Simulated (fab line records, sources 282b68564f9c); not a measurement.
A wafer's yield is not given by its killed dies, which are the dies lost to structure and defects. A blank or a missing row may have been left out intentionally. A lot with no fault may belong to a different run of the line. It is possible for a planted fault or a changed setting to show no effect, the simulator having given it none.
Which tool is to blame? :: flow rit cmos :: 42 wafers sampled from 14 lots at 1 step of a route of 202

WHAT THE GAUGES SHOWED, per wafer
RIT_PLDD_TW_MEAS_10.
lot: L384
measured: day 3 01:04
on: film metro-03
PLDD_TW: 2363 2363 2359

lot: L385
measured: day 3 11:41
on: film metro-01
PLDD_TW: 2336 2330 2345

lot: L387
measured: day 3 22:58
on: film metro-03
PLDD_TW: 2370 2343 2358

lot: L388
measured: day 4 01:58
on: film metro-03
PLDD_TW: 2376 2378 2388

lot: L389
measured: day 4 07:32
on: film metro-02
PLDD_TW: 2357 2358 2355

lot: L390
measured: day 4 12:44
on: film metro-01
PLDD_TW: 2331 2328 2333

lot: L392
measured: day 5 01:18
on: film metro-02
PLDD_TW: 2373 2359 2367

lot: L395
measured: day 5 12:39
on: film metro-03
PLDD_TW: 2363 2358 2371

lot: L397
measured: day 6 09:43
on: film metro-03
PLDD_TW: 2367 2368 2381

lot: L398
measured: day 6 10:05
on: film metro-03
PLDD_TW: 2370 2364 2361

lot: L403
measured: day 7 22:46
on: film metro-01
PLDD_TW: 2338 2333 2349

lot: L404
measured: day 7 23:05
on: film metro-03
PLDD_TW: 2389 2375 2377

lot: L405
measured: day 8 11:14
on: film metro-01
PLDD_TW: 2333 2331 2327

lot: L406
measured: day 8 11:32
on: film metro-03
PLDD_TW: 2361 2351 2353

WHICH TOOL RAN EACH LOT (tool, then ch and the chambers of the sampled wafers, then the start)
No process step before these readings appears in the record.

AS READ BY THE TOOLS THEMSELVES (means over the sampled wafers that have a number; for cases with no such wafer, the mark the record gives instead)
The record holds no such reading with a usual standard deviation.

THE ANSWER, worked out from the rows above alone
Rule: what is usual is taken from the lots themselves. The widest of any qualifying gaps counts: lots, ordered by their means at a reading, are off when they make up no more than a third of the lots, leave a main group of 4 or more, and stand apart from it by 3 or more times the standard deviation of that group's means. Not used: any main group whose means are identical at the precision the tables above print for the reading. Also off: a lot with no number at a reading for which 4 or more lots have one. Any other lot the step has rows for is counted as sound. The gauges are gone through in route order, then the tools' own readings, and for those a lot's mean is taken as printed above. At the first step where some lot is off, the reading lying furthest off is the one used; lots without a number count as furthest.
Nothing can be told from this: no lot is off at any reading shown.

WHAT HAD BEEN PUT IN BY THE SIMULATOR
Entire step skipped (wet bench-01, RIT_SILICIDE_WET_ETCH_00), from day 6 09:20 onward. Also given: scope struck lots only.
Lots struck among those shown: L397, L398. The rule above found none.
